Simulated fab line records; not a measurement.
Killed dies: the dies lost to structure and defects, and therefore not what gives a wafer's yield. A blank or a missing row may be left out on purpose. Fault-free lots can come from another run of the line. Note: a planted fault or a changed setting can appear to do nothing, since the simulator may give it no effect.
Chamber matching ; flow berkeley-cmos170 ; UCB170_NWELL_ETCH_13 on rie-diel-02 has 4 sister chambers
The step etches Si3N4 in CH3F/Ar/O2, stops on SiO2, target depth 246.4 nm, time 154 s. 14 wafers are shown with their chamber, then 7 later ones without.

## EACH WAFER AND ITS CHAMBER
wafer;chamber;drypump-motor-current-A (A);throttle-valve-pct (%);oes-product-au (a.u.)
L602.1;2;4.7;8.05;0.939
L602.2;1;5.0;8.12;0.957
L602.4;3;5.6;8.00;0.957
L603.1;2;4.7;8.04;0.936
L603.3;0;5.4;8.02;0.912
L603.5;3;5.6;7.99;0.965
L614.1;3;5.6;8.01;1.013
L614.5;2;4.7;8.03;0.980
L614.6;3;5.6;8.00;1.014
L616.1;3;5.6;7.99;0.951
L616.3;2;4.7;8.02;0.946
L616.6;0;5.3;8.03;0.924
L617.3;2;4.7;8.03;0.953
L617.4;0;5.4;8.02;0.926

SIGNATURES (means of the wafers above)
reading;chamber 0;chamber 1;chamber 2;chamber 3;scatter within a chamber
drypump-motor-current-A;5.367;5.000;4.700;5.600;0.0258
throttle-valve-pct;8.0233;8.1200;8.0340;7.9980;0.00931
oes-product-au;0.92067;0.95700;0.95080;0.98000;0.0228
Rule: a wafer lies at a distance from a chamber equal to the root of the sum of squares, over the readings, of (its reading less the chamber's mean, divided by the reading's scatter). If the next closest chamber is less than 2 further off than the closest, the wafer can't be placed; otherwise it belongs to the closest. The scatter: take each reading less its chamber's mean, square it, sum over the shown wafers, divide by the number of wafers less the number of chambers, and take the root.

## WAFERS MISSING THEIR CHAMBER
wafer;drypump-motor-current-A (A);throttle-valve-pct (%);oes-product-au (a.u.)
L617.5;5.4;8.01;0.924
L619.1;4.7;8.01;0.944
L619.3;5.3;8.02;0.925
L619.5;5.4;8.00;0.914
L621.1;5.3;8.00;0.935
L621.3;5.6;8.00;0.974
L621.6;4.8;8.03;0.954

## CHAMBER TAKEN BY EACH
wafer;from the rows above;in truth
L617.5;0;0
L619.1;2;2
L619.3;0;0
L619.5;0;0
L621.1;0;0
L621.3;3;3
L621.6;2;2
7 of 7 placed correctly. Number that these rows cannot place: 0. Placed wrongly: 0.
